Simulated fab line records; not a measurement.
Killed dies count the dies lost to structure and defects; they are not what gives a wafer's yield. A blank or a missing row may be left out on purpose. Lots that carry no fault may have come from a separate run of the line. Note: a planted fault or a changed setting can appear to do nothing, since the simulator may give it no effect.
fab line records	flow berkeley-cmos170
record lots=6	wafers=18	last-day=13
route steps=331 shown SILICIDE@210 CONTACT@216
lots that met no fault: taken from a fault-free run of the same line
start-h: hours from the record's opening day to when the first of the lot's shown wafers began	wait-h: how many hours have passed since the lot's step before this one	" the same as in the row above	L1.1+2: one row covering several wafers at once	- no value, or no start given	* or withheld: withheld	< > ~ a bound
route shown NAME@n: NAME is a module with steps in the file, n the number in the route of the first one	usual: mean/standard deviation of fault-free wafers	same: alike in all rows	chamber/n: place in a boat	sites: per-site readings	_std_site: standard deviation of those values	_edge_site: outer sites' mean less inner sites'	radius-mm: how far each site lies from the wafer's centre	mask NAME#n: copy n	behind: the last tool/chamber to shape the wafer	hold: the reason the lot was held/the length of the hold in hours/how it ended	device: names the non-switching transistor (n, p or np)	end of line: the same wafers' tests at the end of the route	a step without rows: its recipe alone	killed: at the first sort, the dies lost to defects and structure; wafer yield is something else	map: dies across one wafer; x = killed, . = not, _ = none there
set.NAME: the setting the step ran with; set.NAME@STEP: the setting that earlier step ran with	model.NAME: the simulator's own value behind a step, which no gauge read
lots at selected steps of the route; one table per step, one row per wafer
services: when a tool's chamber went out of use (start-h, in hours from the record's first day, below 0 if earlier), for how many hours, and the reason
## steps
# step UCB170_SILICIDE_PRE_CLEAN_00
# recipe gas=Ar	preclean-etch-time-s=60
# step UCB170_SILICIDE_SPUTTER_01
# recipe material=Ti	target-thk-nm=30	time-s=23.88	power-w=1500	chamber-pressure-pa=0.5
# usual throttle-valve-pct=29.9/0.9
lot.wafer	tool	chamber	start-h	wait-h	throttle-valve-pct
L870.1	pvd-sputter-02	-	151.39	0.0	30.5
L870.4	"	-	"	"	28.4
L870.6	"	-	"	"	28.5
L873.4	pvd-sputter-03	-	162.02	0.0	29.6
L873.5	"	-	"	"	29.9
L873.6	"	-	"	"	29.7
L874.1	pvd-sputter-03	-	175.10	0.0	30.2
L874.3	"	-	"	"	30.1
L874.5	"	-	"	"	30.3
L880.3	pvd-sputter-02	-	213.13	0.0	29.4
L880.5	"	-	"	"	30.7
L880.6	"	-	"	"	28.4
L890.1	pvd-sputter-03	-	251.37	0.0	29.8
L890.2	"	-	"	"	30.0
L890.6	"	-	"	"	29.9
L891.2	pvd-sputter-03	-	269.63	0.0	30.0
L891.4	"	-	"	"	29.8
L891.5	"	-	"	"	29.7
# step UCB170_SILICIDE_RS_MEAS_02
# recipe thk-meas-gauge=four-point-probe	reads=Ti_of_SILICIDE_SPUTTER_01
# usual SILICIDE_TI_RS=27.48/0.3
lot.wafer	tool	chamber	start-h	wait-h	SILICIDE_TI_RS[ohm/sq]
L870.1	film-metro-02	-	151.42	0.0	28.13
L870.4	"	-	"	"	27.98
L870.6	"	-	"	"	28.26
L873.4	film-metro-01	-	162.12	0.1	26.68
L873.5	"	-	"	"	26.80
L873.6	"	-	"	"	26.82
L874.1	film-metro-04	-	175.13	0.0	27.34
L874.3	"	-	"	"	27.47
L874.5	"	-	"	"	27.50
L880.3	film-metro-01	-	213.20	0.1	28.02
L880.5	"	-	"	"	28.01
L880.6	"	-	"	"	27.85
L890.1	film-metro-02	-	251.40	0.0	27.26
L890.2	"	-	"	"	27.05
L890.6	"	-	"	"	27.41
L891.2	film-metro-04	-	269.68	0.0	27.32
L891.4	"	-	"	"	27.56
L891.5	"	-	"	"	27.22
# step UCB170_SILICIDE_THK_MEAS_03
# recipe thk-meas-gauge=xrf	reads=Ti_of_SILICIDE_SPUTTER_01
# usual SILICIDE_TI_THK=29.12/0.28
lot.wafer	tool	chamber	start-h	wait-h	SILICIDE_TI_THK[nm]
L870.1	film-metro-02	-	151.54	0.1	28.37
L870.4	"	-	"	"	28.65
L870.6	"	-	"	"	28.41
L873.4	film-metro-01	-	162.21	0.1	29.95
L873.5	"	-	"	"	29.50
L873.6	"	-	"	"	29.68
L874.1	film-metro-04	-	175.25	0.1	29.15
L874.3	"	-	"	"	28.94
L874.5	"	-	"	"	29.34
L880.3	film-metro-01	-	213.30	0.1	28.49
L880.5	"	-	"	"	28.64
L880.6	"	-	"	"	28.77
L890.1	film-metro-02	-	251.52	0.1	29.30
L890.2	"	-	"	"	29.49
L890.6	"	-	"	"	29.29
L891.2	film-metro-04	-	269.79	0.1	29.38
L891.4	"	-	"	"	29.05
L891.5	"	-	"	"	29.38
# step UCB170_SILICIDE_RTA_04
# recipe temp-c=650	time-s=15	ambient=N2
# usual lamp-power-pct=10.493/0.029	wafer_temp_C_max=653.1/0.63
lot.wafer	tool	chamber	start-h	wait-h	lamp-power-pct	wafer_temp_C_max
L870.1	rtp-anneal-01	0	151.60	0.1	10.458	654.2
L870.4	"	0	"	"	10.475	653.7
L870.6	"	0	"	"	10.458	653.7
L873.4	rtp-anneal-01	0	162.27	0.1	10.474	653.4
L873.5	"	0	"	"	10.468	653.1
L873.6	"	0	"	"	10.471	652.9
L874.1	rtp-anneal-02	0	175.31	0.1	10.523	654.8
L874.3	"	0	"	"	10.534	652.5
L874.5	"	0	"	"	10.528	652.5
L880.3	rtp-anneal-01	0	213.36	0.1	10.475	653.7
L880.5	"	0	"	"	10.463	652.8
L880.6	"	0	"	"	10.473	654.9
L890.1	rtp-anneal-01	0	251.58	0.1	10.461	652.7
L890.2	"	0	"	"	10.470	653.4
L890.6	"	0	"	"	10.458	652.9
L891.2	rtp-anneal-01	0	269.86	0.1	10.466	653.2
L891.4	"	0	"	"	10.477	652.7
L891.5	"	0	"	"	10.472	653.5
# step UCB170_SILICIDE_WET_ETCH_05
# recipe chemistry=SPM	time-s=45	temp-c=120	target=Ti
# step UCB170_CONTACT_CLEAN_00
# recipe chemistry=SPM	temp-c=120	time-s=600
# step UCB170_CONTACT_CVD_01
# recipe material=PSG	target-thk-nm=700	temp-c=450	precursor=SiH4/O2/PH3	time-s=2820	pressure-mtorr=300	sih4-flow-sccm=60	o2-flow-sccm=90	ph3-flow-sccm=25
# step UCB170_CONTACT_THK_MEAS_02
# recipe reads=PSG_of_CONTACT_CVD_01
# usual CONTACT_PSG_THK=701/7
lot.wafer	tool	chamber	start-h	wait-h	CONTACT_PSG_THK[nm]
L870.1	film-metro-01	-	154.25	0.0	709
L870.4	"	-	"	"	709
L870.6	"	-	"	"	712
L873.4	film-metro-03	-	164.32	0.0	703
L873.5	"	-	"	"	702
L873.6	"	-	"	"	707
L874.1	film-metro-03	-	177.38	0.0	704
L874.3	"	-	"	"	702
L874.5	"	-	"	"	704
L880.3	film-metro-03	-	217.54	0.0	700
L880.5	"	-	"	"	700
L880.6	"	-	"	"	694
L890.1	film-metro-01	-	255.10	0.0	695
L890.2	"	-	"	"	700
L890.6	"	-	"	"	694
L891.2	film-metro-01	-	271.92	0.0	701
L891.4	"	-	"	"	698
L891.5	"	-	"	"	701
# step UCB170_CONTACT_HMDS_03
# recipe prime-time-s=60	prime-temp-c=100
# step UCB170_CONTACT_COAT_04
# recipe resist=KrF	spin-rpm=1500	resist-thk-nm=900
# step UCB170_CONTACT_SOFTBAKE_05
# recipe resist=KrF	temp-c=130	time-s=60
# step UCB170_CONTACT_STRIP_06
# recipe chemistry=O2	power-w=400	pressure-mtorr=3500	platen-temp-c=withheld	o2-flow-sccm=400	overash-fraction=0.5
# usual chamber-pressure-mTorr=3500/3.1	drypump-motor-current-A=5.7/0.59	oes-product-au=0.735/0.0045	strip-time-to-endpoint-s=21.97/0.056
lot.wafer	tool	chamber	start-h	wait-h	chamber-pressure-mTorr	drypump-motor-current-A	oes-product-au	rf-hours-counter-h	strip-time-to-endpoint-s	model.KrF_of_CONTACT_COAT_04.thk-nm
L870.1	plasma-asher-02	0	154.76	0.1	3492	5.2	0.725	40	22.01	0
L870.4	"	0	"	"	3497	5.2	0.741	-	22.10	0
L870.6	"	0	"	"	3500	5.2	0.743	-	22.10	0
L873.4	plasma-asher-02	1	164.83	0.1	-	-	-	-	-	898.6
L873.5	"	0	"	"	-	-	-	-	-	901.5
L873.6	"	1	"	"	-	-	-	-	-	897.8
L874.1	plasma-asher-03	1	177.89	0.1	-	-	-	-	-	900.9
L874.3	"	0	"	"	-	-	-	-	-	902.2
L874.5	"	0	"	"	-	-	-	-	-	902.9
L880.3	plasma-asher-01	1	218.51	0.1	3498	6.6	0.740	-	22.01	0
L880.5	"	0	"	"	3502	5.0	0.736	-	21.96	0
L880.6	"	1	"	"	3500	6.6	0.742	-	21.99	0
L890.1	plasma-asher-01	0	255.77	0.1	3500	4.9	0.728	57	21.90	0
L890.2	"	1	"	"	3499	6.6	0.736	57	21.92	0
L890.6	"	0	"	"	3502	4.9	0.738	-	21.91	0
L891.2	plasma-asher-02	0	272.78	0.1	3500	5.2	0.738	53	21.87	0
L891.4	"	1	"	"	3496	5.4	0.729	-	21.95	0
L891.5	"	1	"	"	3498	5.4	0.742	-	21.88	0
# step UCB170_CONTACT_CLEAN_07
# recipe chemistry=SPM	temp-c=120	time-s=600
# step UCB170_CONTACT_RTA_08
# recipe temp-c=900	time-s=10	ambient=N2
# usual lamp-power-pct=24.51/0.069	wafer_temp_C_max=904.3/0.83
lot.wafer	tool	chamber	start-h	wait-h	lamp-power-pct	wafer_temp_C_max
L870.1	rtp-anneal-02	0	155.03	0.0	24.58	902.8
L870.4	"	0	"	"	24.54	903.6
L870.6	"	0	"	"	24.58	904.0
L873.4	rtp-anneal-02	0	165.11	0.0	24.58	904.1
L873.5	"	0	"	"	24.57	903.0
L873.6	"	0	"	"	24.56	903.6
L874.1	rtp-anneal-01	0	178.94	0.0	24.41	904.0
L874.3	"	0	"	"	24.43	906.2
L874.5	"	0	"	"	24.41	904.2
L880.3	rtp-anneal-02	0	224.80	0.0	24.59	903.8
L880.5	"	0	"	"	24.57	903.5
L880.6	"	0	"	"	24.54	903.5
L890.1	rtp-anneal-01	0	256.07	0.0	24.42	904.9
L890.2	"	0	"	"	24.45	904.0
L890.6	"	0	"	"	24.41	904.6
L891.2	rtp-anneal-01	0	273.37	0.0	24.44	904.7
L891.4	"	0	"	"	24.44	904.3
L891.5	"	0	"	"	24.43	905.3
# step UCB170_CONTACT_COAT_09
# recipe resist=BARC	temp-c=withheld	time-s=withheld	spin-rpm=3000	resist-thk-nm=withheld
# step UCB170_CONTACT_COAT_10
# recipe resist=KrF	spin-rpm=1500	resist-thk-nm=900
# step UCB170_CONTACT_SOFTBAKE_11
# recipe resist=KrF	temp-c=130	time-s=60
# step UCB170_CONTACT_EXPOSE_12
# recipe mask-id=CONT	target-cd-nm=700	na=0.5	sigma-outer=0.6	source-shape=conventional	dose-mj=35
# step UCB170_CONTACT_PEB_13
# recipe peb-temp-c=130	peb-time-s=withheld	resist=KrF
# step UCB170_CONTACT_DEVELOP_14
# recipe developer=TMAH	develop-time-s=45	resist=KrF	dev-temp-c=21
# step UCB170_CONTACT_CD_MEAS_15
# recipe target-cd-nm=700
# usual cd-nm=700.0/1.7
lot.wafer	tool	chamber	start-h	wait-h	cd-nm
L870.1	cd-sem-02	-	156.34	-	700.2
L870.4	"	-	"	"	698.2
L870.6	"	-	"	"	699.6
L873.4	cd-sem-01	-	166.38	-	702.3
L873.5	"	-	"	"	702.0
L873.6	"	-	"	"	702.5
L874.1	cd-sem-02	-	179.85	-	697.2
L874.3	"	-	"	"	697.4
L874.5	"	-	"	"	698.8
L880.3	cd-sem-02	-	226.06	-	698.9
L880.5	"	-	"	"	701.4
L880.6	"	-	"	"	700.0
L890.1	cd-sem-02	-	258.51	-	701.9
L890.2	"	-	"	"	701.8
L890.6	"	-	"	"	702.8
L891.2	cd-sem-01	-	274.80	-	700.4
L891.4	"	-	"	"	700.2
L891.5	"	-	"	"	700.0
# step UCB170_CONTACT_OVL_MEAS_16
# usual CONTACT_OVL=-3/4.8
lot.wafer	tool	chamber	start-h	wait-h	CONTACT_OVL[nm]
L870.1	overlay-01	-	156.46	0.1	-2
L870.4	"	-	"	"	-7
L870.6	"	-	"	"	-3
L873.4	overlay-01	-	166.45	0.1	-4
L873.5	"	-	"	"	0
L873.6	"	-	"	"	2
L874.1	overlay-02	-	179.97	0.1	-5
L874.3	"	-	"	"	-3
L874.5	"	-	"	"	-1
L880.3	overlay-02	-	226.15	0.1	1
L880.5	"	-	"	"	-9
L880.6	"	-	"	"	1
L890.1	overlay-02	-	258.63	0.1	4
L890.2	"	-	"	"	-6
L890.6	"	-	"	"	0
L891.2	overlay-02	-	274.91	0.1	-4
L891.4	"	-	"	"	3
L891.5	"	-	"	"	-9
# step UCB170_CONTACT_ETCH_17
# recipe chemistry=N2/H2	target-depth-a=withheld	overetch-a=withheld	target=BARC	time-s=withheld	source-w=500	bias-w=103.2	pressure-mtorr=30	n2-flow-sccm=100	h2-flow-sccm=200
# usual drypump-motor-current-A=5.7/0.45	oes-product-au=1.006/0.019	throttle-valve-pct=13.35/0.21
lot.wafer	tool	chamber	start-h	wait-h	drypump-motor-current-A	oes-product-au	throttle-valve-pct
L870.1	rie-diel-04	2	156.49	0.0	5.9	1.000	13.52
L870.4	"	3	"	"	5.8	0.993	13.37
L870.6	"	0	"	"	5.6	0.993	13.39
L873.4	rie-diel-04	2	166.47	0.0	5.9	0.994	13.53
L873.5	"	0	"	"	5.5	0.992	13.40
L873.6	"	3	"	"	5.8	0.996	13.36
L874.1	rie-diel-02	3	180.01	0.0	5.7	0.992	12.96
L874.3	"	1	"	"	5.6	1.003	13.48
L874.5	"	0	"	"	5.5	1.027	13.51
L880.3	rie-diel-02	0	226.17	0.0	5.5	1.017	13.50
L880.5	"	1	"	"	5.6	1.003	13.47
L880.6	"	0	"	"	5.5	1.024	13.50
L890.1	rie-diel-01	0	258.67	0.0	6.8	0.992	13.06
L890.2	"	2	"	"	5.6	1.032	13.50
L890.6	"	1	"	"	5.0	1.049	13.04
L891.2	rie-diel-04	3	274.94	0.0	5.8	0.989	13.38
L891.4	"	2	"	"	5.9	1.001	13.52
L891.5	"	3	"	"	5.8	1.002	13.39
# step UCB170_CONTACT_ETCH_18
# recipe chemistry=CHF3/CF4/Ar	target=PSG	stop-on=TiSi2	CHF3_flow_sccm=45	cf4-flow-sccm=15	Ar_flow_sccm=150	pressure-mtorr=200	rf-w=700	target-depth-a=8400	over-etch-frac=0.2	time-s=195
# usual drypump-motor-current-A=5.7/0.45	oes-product-au=0.894/0.015	throttle-valve-pct=6.95/0.14
# same over-etch-frac=0.2
lot.wafer	tool	chamber	start-h	wait-h	drypump-motor-current-A	oes-product-au	rf-hours-counter-h	throttle-valve-pct
L870.1	rie-diel-04	2	-	-	5.9	0.885	65	7.05
L870.4	"	3	"	"	5.8	0.890	8	6.96
L870.6	"	0	"	"	5.6	0.902	-	6.94
L873.4	rie-diel-04	2	-	-	5.9	0.876	66	7.04
L873.5	"	0	"	"	5.5	0.889	-	6.95
L873.6	"	3	"	"	5.8	0.880	-	6.96
L874.1	rie-diel-02	3	-	-	5.7	0.892	10	6.73
L874.3	"	1	"	"	5.6	0.908	5	7.02
L874.5	"	0	"	"	5.5	0.913	-	7.09
L880.3	rie-diel-02	0	-	-	5.5	0.909	78	7.09
L880.5	"	1	"	"	5.6	0.904	-	6.99
L880.6	"	0	"	"	5.5	0.909	-	7.09
L890.1	rie-diel-01	0	-	-	6.8	0.877	13	6.71
L890.2	"	2	"	"	5.7	0.886	14	7.10
L890.6	"	1	"	"	5.0	0.910	-	6.74
L891.2	rie-diel-04	3	-	-	5.8	0.882	13	6.97
L891.4	"	2	"	"	5.9	0.875	-	7.03
L891.5	"	3	"	"	5.8	0.888	-	6.97
# step UCB170_CONTACT_STRIP_19
# recipe chemistry=O2	power-w=400	pressure-mtorr=3500	platen-temp-c=withheld	o2-flow-sccm=400	overash-fraction=0.5
# usual chamber-pressure-mTorr=3500.3/3	drypump-motor-current-A=5.8/0.55	oes-product-au=0.725/0.0044
lot.wafer	tool	chamber	start-h	wait-h	chamber-pressure-mTorr	drypump-motor-current-A	oes-product-au	rf-hours-counter-h
L870.1	plasma-asher-03	0	156.66	-	3504.2	6.2	0.722	40
L870.4	"	1	"	"	3500.7	6.0	0.724	-
L870.6	"	0	"	"	3502.2	6.3	0.723	-
L873.4	plasma-asher-03	0	166.67	-	3496.0	6.2	0.742	-
L873.5	"	1	"	"	3499.4	6.0	0.737	-
L873.6	"	0	"	"	3500.6	6.3	0.732	-
L874.1	plasma-asher-03	1	180.18	-	3497.7	6.0	0.734	42
L874.3	"	0	"	"	3497.7	6.3	0.735	-
L874.5	"	0	"	"	3501.6	6.2	0.740	-
L880.3	plasma-asher-03	0	226.37	-	3498.5	6.2	0.722	-
L880.5	"	1	"	"	3501.3	6.0	0.729	-
L880.6	"	0	"	"	3501.5	6.2	0.728	-
L890.1	plasma-asher-01	0	258.84	-	3502.6	4.9	0.728	58
L890.2	"	1	"	"	3496.9	6.6	0.725	58
L890.6	"	1	"	"	3500.5	6.6	0.735	-
L891.2	plasma-asher-01	0	275.10	-	3495.9	4.9	0.720	60
L891.4	"	1	"	"	3508.9	6.6	0.733	-
L891.5	"	0	"	"	3499.5	5.0	0.721	-
# step UCB170_CONTACT_CD_MEAS_90
# recipe target-cd-nm=700
# usual cd-nm=699.9/1.8
lot.wafer	tool	chamber	start-h	wait-h	cd-nm
L870.1	cd-sem-02	-	156.76	0.1	700.2
L870.4	"	-	"	"	697.9
L870.6	"	-	"	"	700.1
L873.4	cd-sem-01	-	166.99	0.3	702.5
L873.5	"	-	"	"	702.0
L873.6	"	-	"	"	703.3
L874.1	cd-sem-02	-	180.28	0.1	697.1
L874.3	"	-	"	"	696.8
L874.5	"	-	"	"	698.6
L880.3	cd-sem-02	-	226.48	0.1	698.8
L880.5	"	-	"	"	701.7
L880.6	"	-	"	"	700.0
L890.1	cd-sem-01	-	258.94	0.1	700.9
L890.2	"	-	"	"	700.7
L890.6	"	-	"	"	701.8
L891.2	cd-sem-02	-	275.22	0.1	700.7
L891.4	"	-	"	"	700.2
L891.5	"	-	"	"	699.8
## services
tool	chamber	start-h	hours	kind
rie-diel-04	1	131.45	6.1	repair
rie-diel-01	-	133.07	14.6	pm
plasma-asher-02	-	150.46	2.8	pm
rie-diel-02	3	154.08	1.4	repair
rie-diel-01	2	154.18	4.9	repair
rie-diel-04	3	158.59	4.3	repair
rie-diel-02	2	178.29	4.7	repair
pvd-sputter-03	-	196.88	2.0	repair
rie-diel-02	3	216.03	5.9	repair
plasma-asher-03	-	219.91	0.7	repair
pvd-sputter-02	-	220.33	9.2	repair
rie-diel-02	-	247.88	0.2	repair
rie-diel-02	2	252.60	14.7	repair
rie-diel-04	1	257.15	-	clean
rie-diel-04	1	257.15	21.5	scheduled-down
rie-diel-04	1	257.15	21.5	vent-cycle
## key
first-sign step=UCB170_CONTACT_STRIP_06	reading=tool-record	direction=missing
effect step=UCB170_CONTACT_STRIP_19	reading=oes-product-au	direction=up	sigmas=2.7	usual=0.725	struck=0.737
model-effect step=UCB170_CONTACT_STRIP_06	value=KrF_of_CONTACT_COAT_04.thk-nm	without=0	struck=900.6
met-at UCB170_CONTACT_STRIP_06
struck-wafers L873.4,L873.5,L873.6,L874.1,L874.3,L874.5
later-rows-left-out L873.4,L873.5,L873.6,L874.1,L874.3,L874.5
sort-left-out L873.4,L873.5,L873.6,L874.1,L874.3,L874.5
tester-left-out L873,L874
onset-between 154.76 164.83
fault kind=skipped-step-whole	tool=plasma-asher-02,plasma-asher-03	chamber=-	onset-h=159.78	steps=UCB170_CONTACT_STRIP_06	scope=struck-lots-only
# tester-left-out: of these lots the tester's yield and bins aren't shown, on N5 and GAA mostly nor the transistor test; their killed dies are dies lost to structure and defects alone, not to doping, threshold or leakage, so they don't give the yield
# sort-left-out: the simulated sort isn't trusted on such a fault, so these wafers' sort isn't shown, and their yield isn't known
# later-rows-left-out: the simulator's readings of these wafers behind a module that went badly wrong aren't trusted and aren't shown, but for the sort
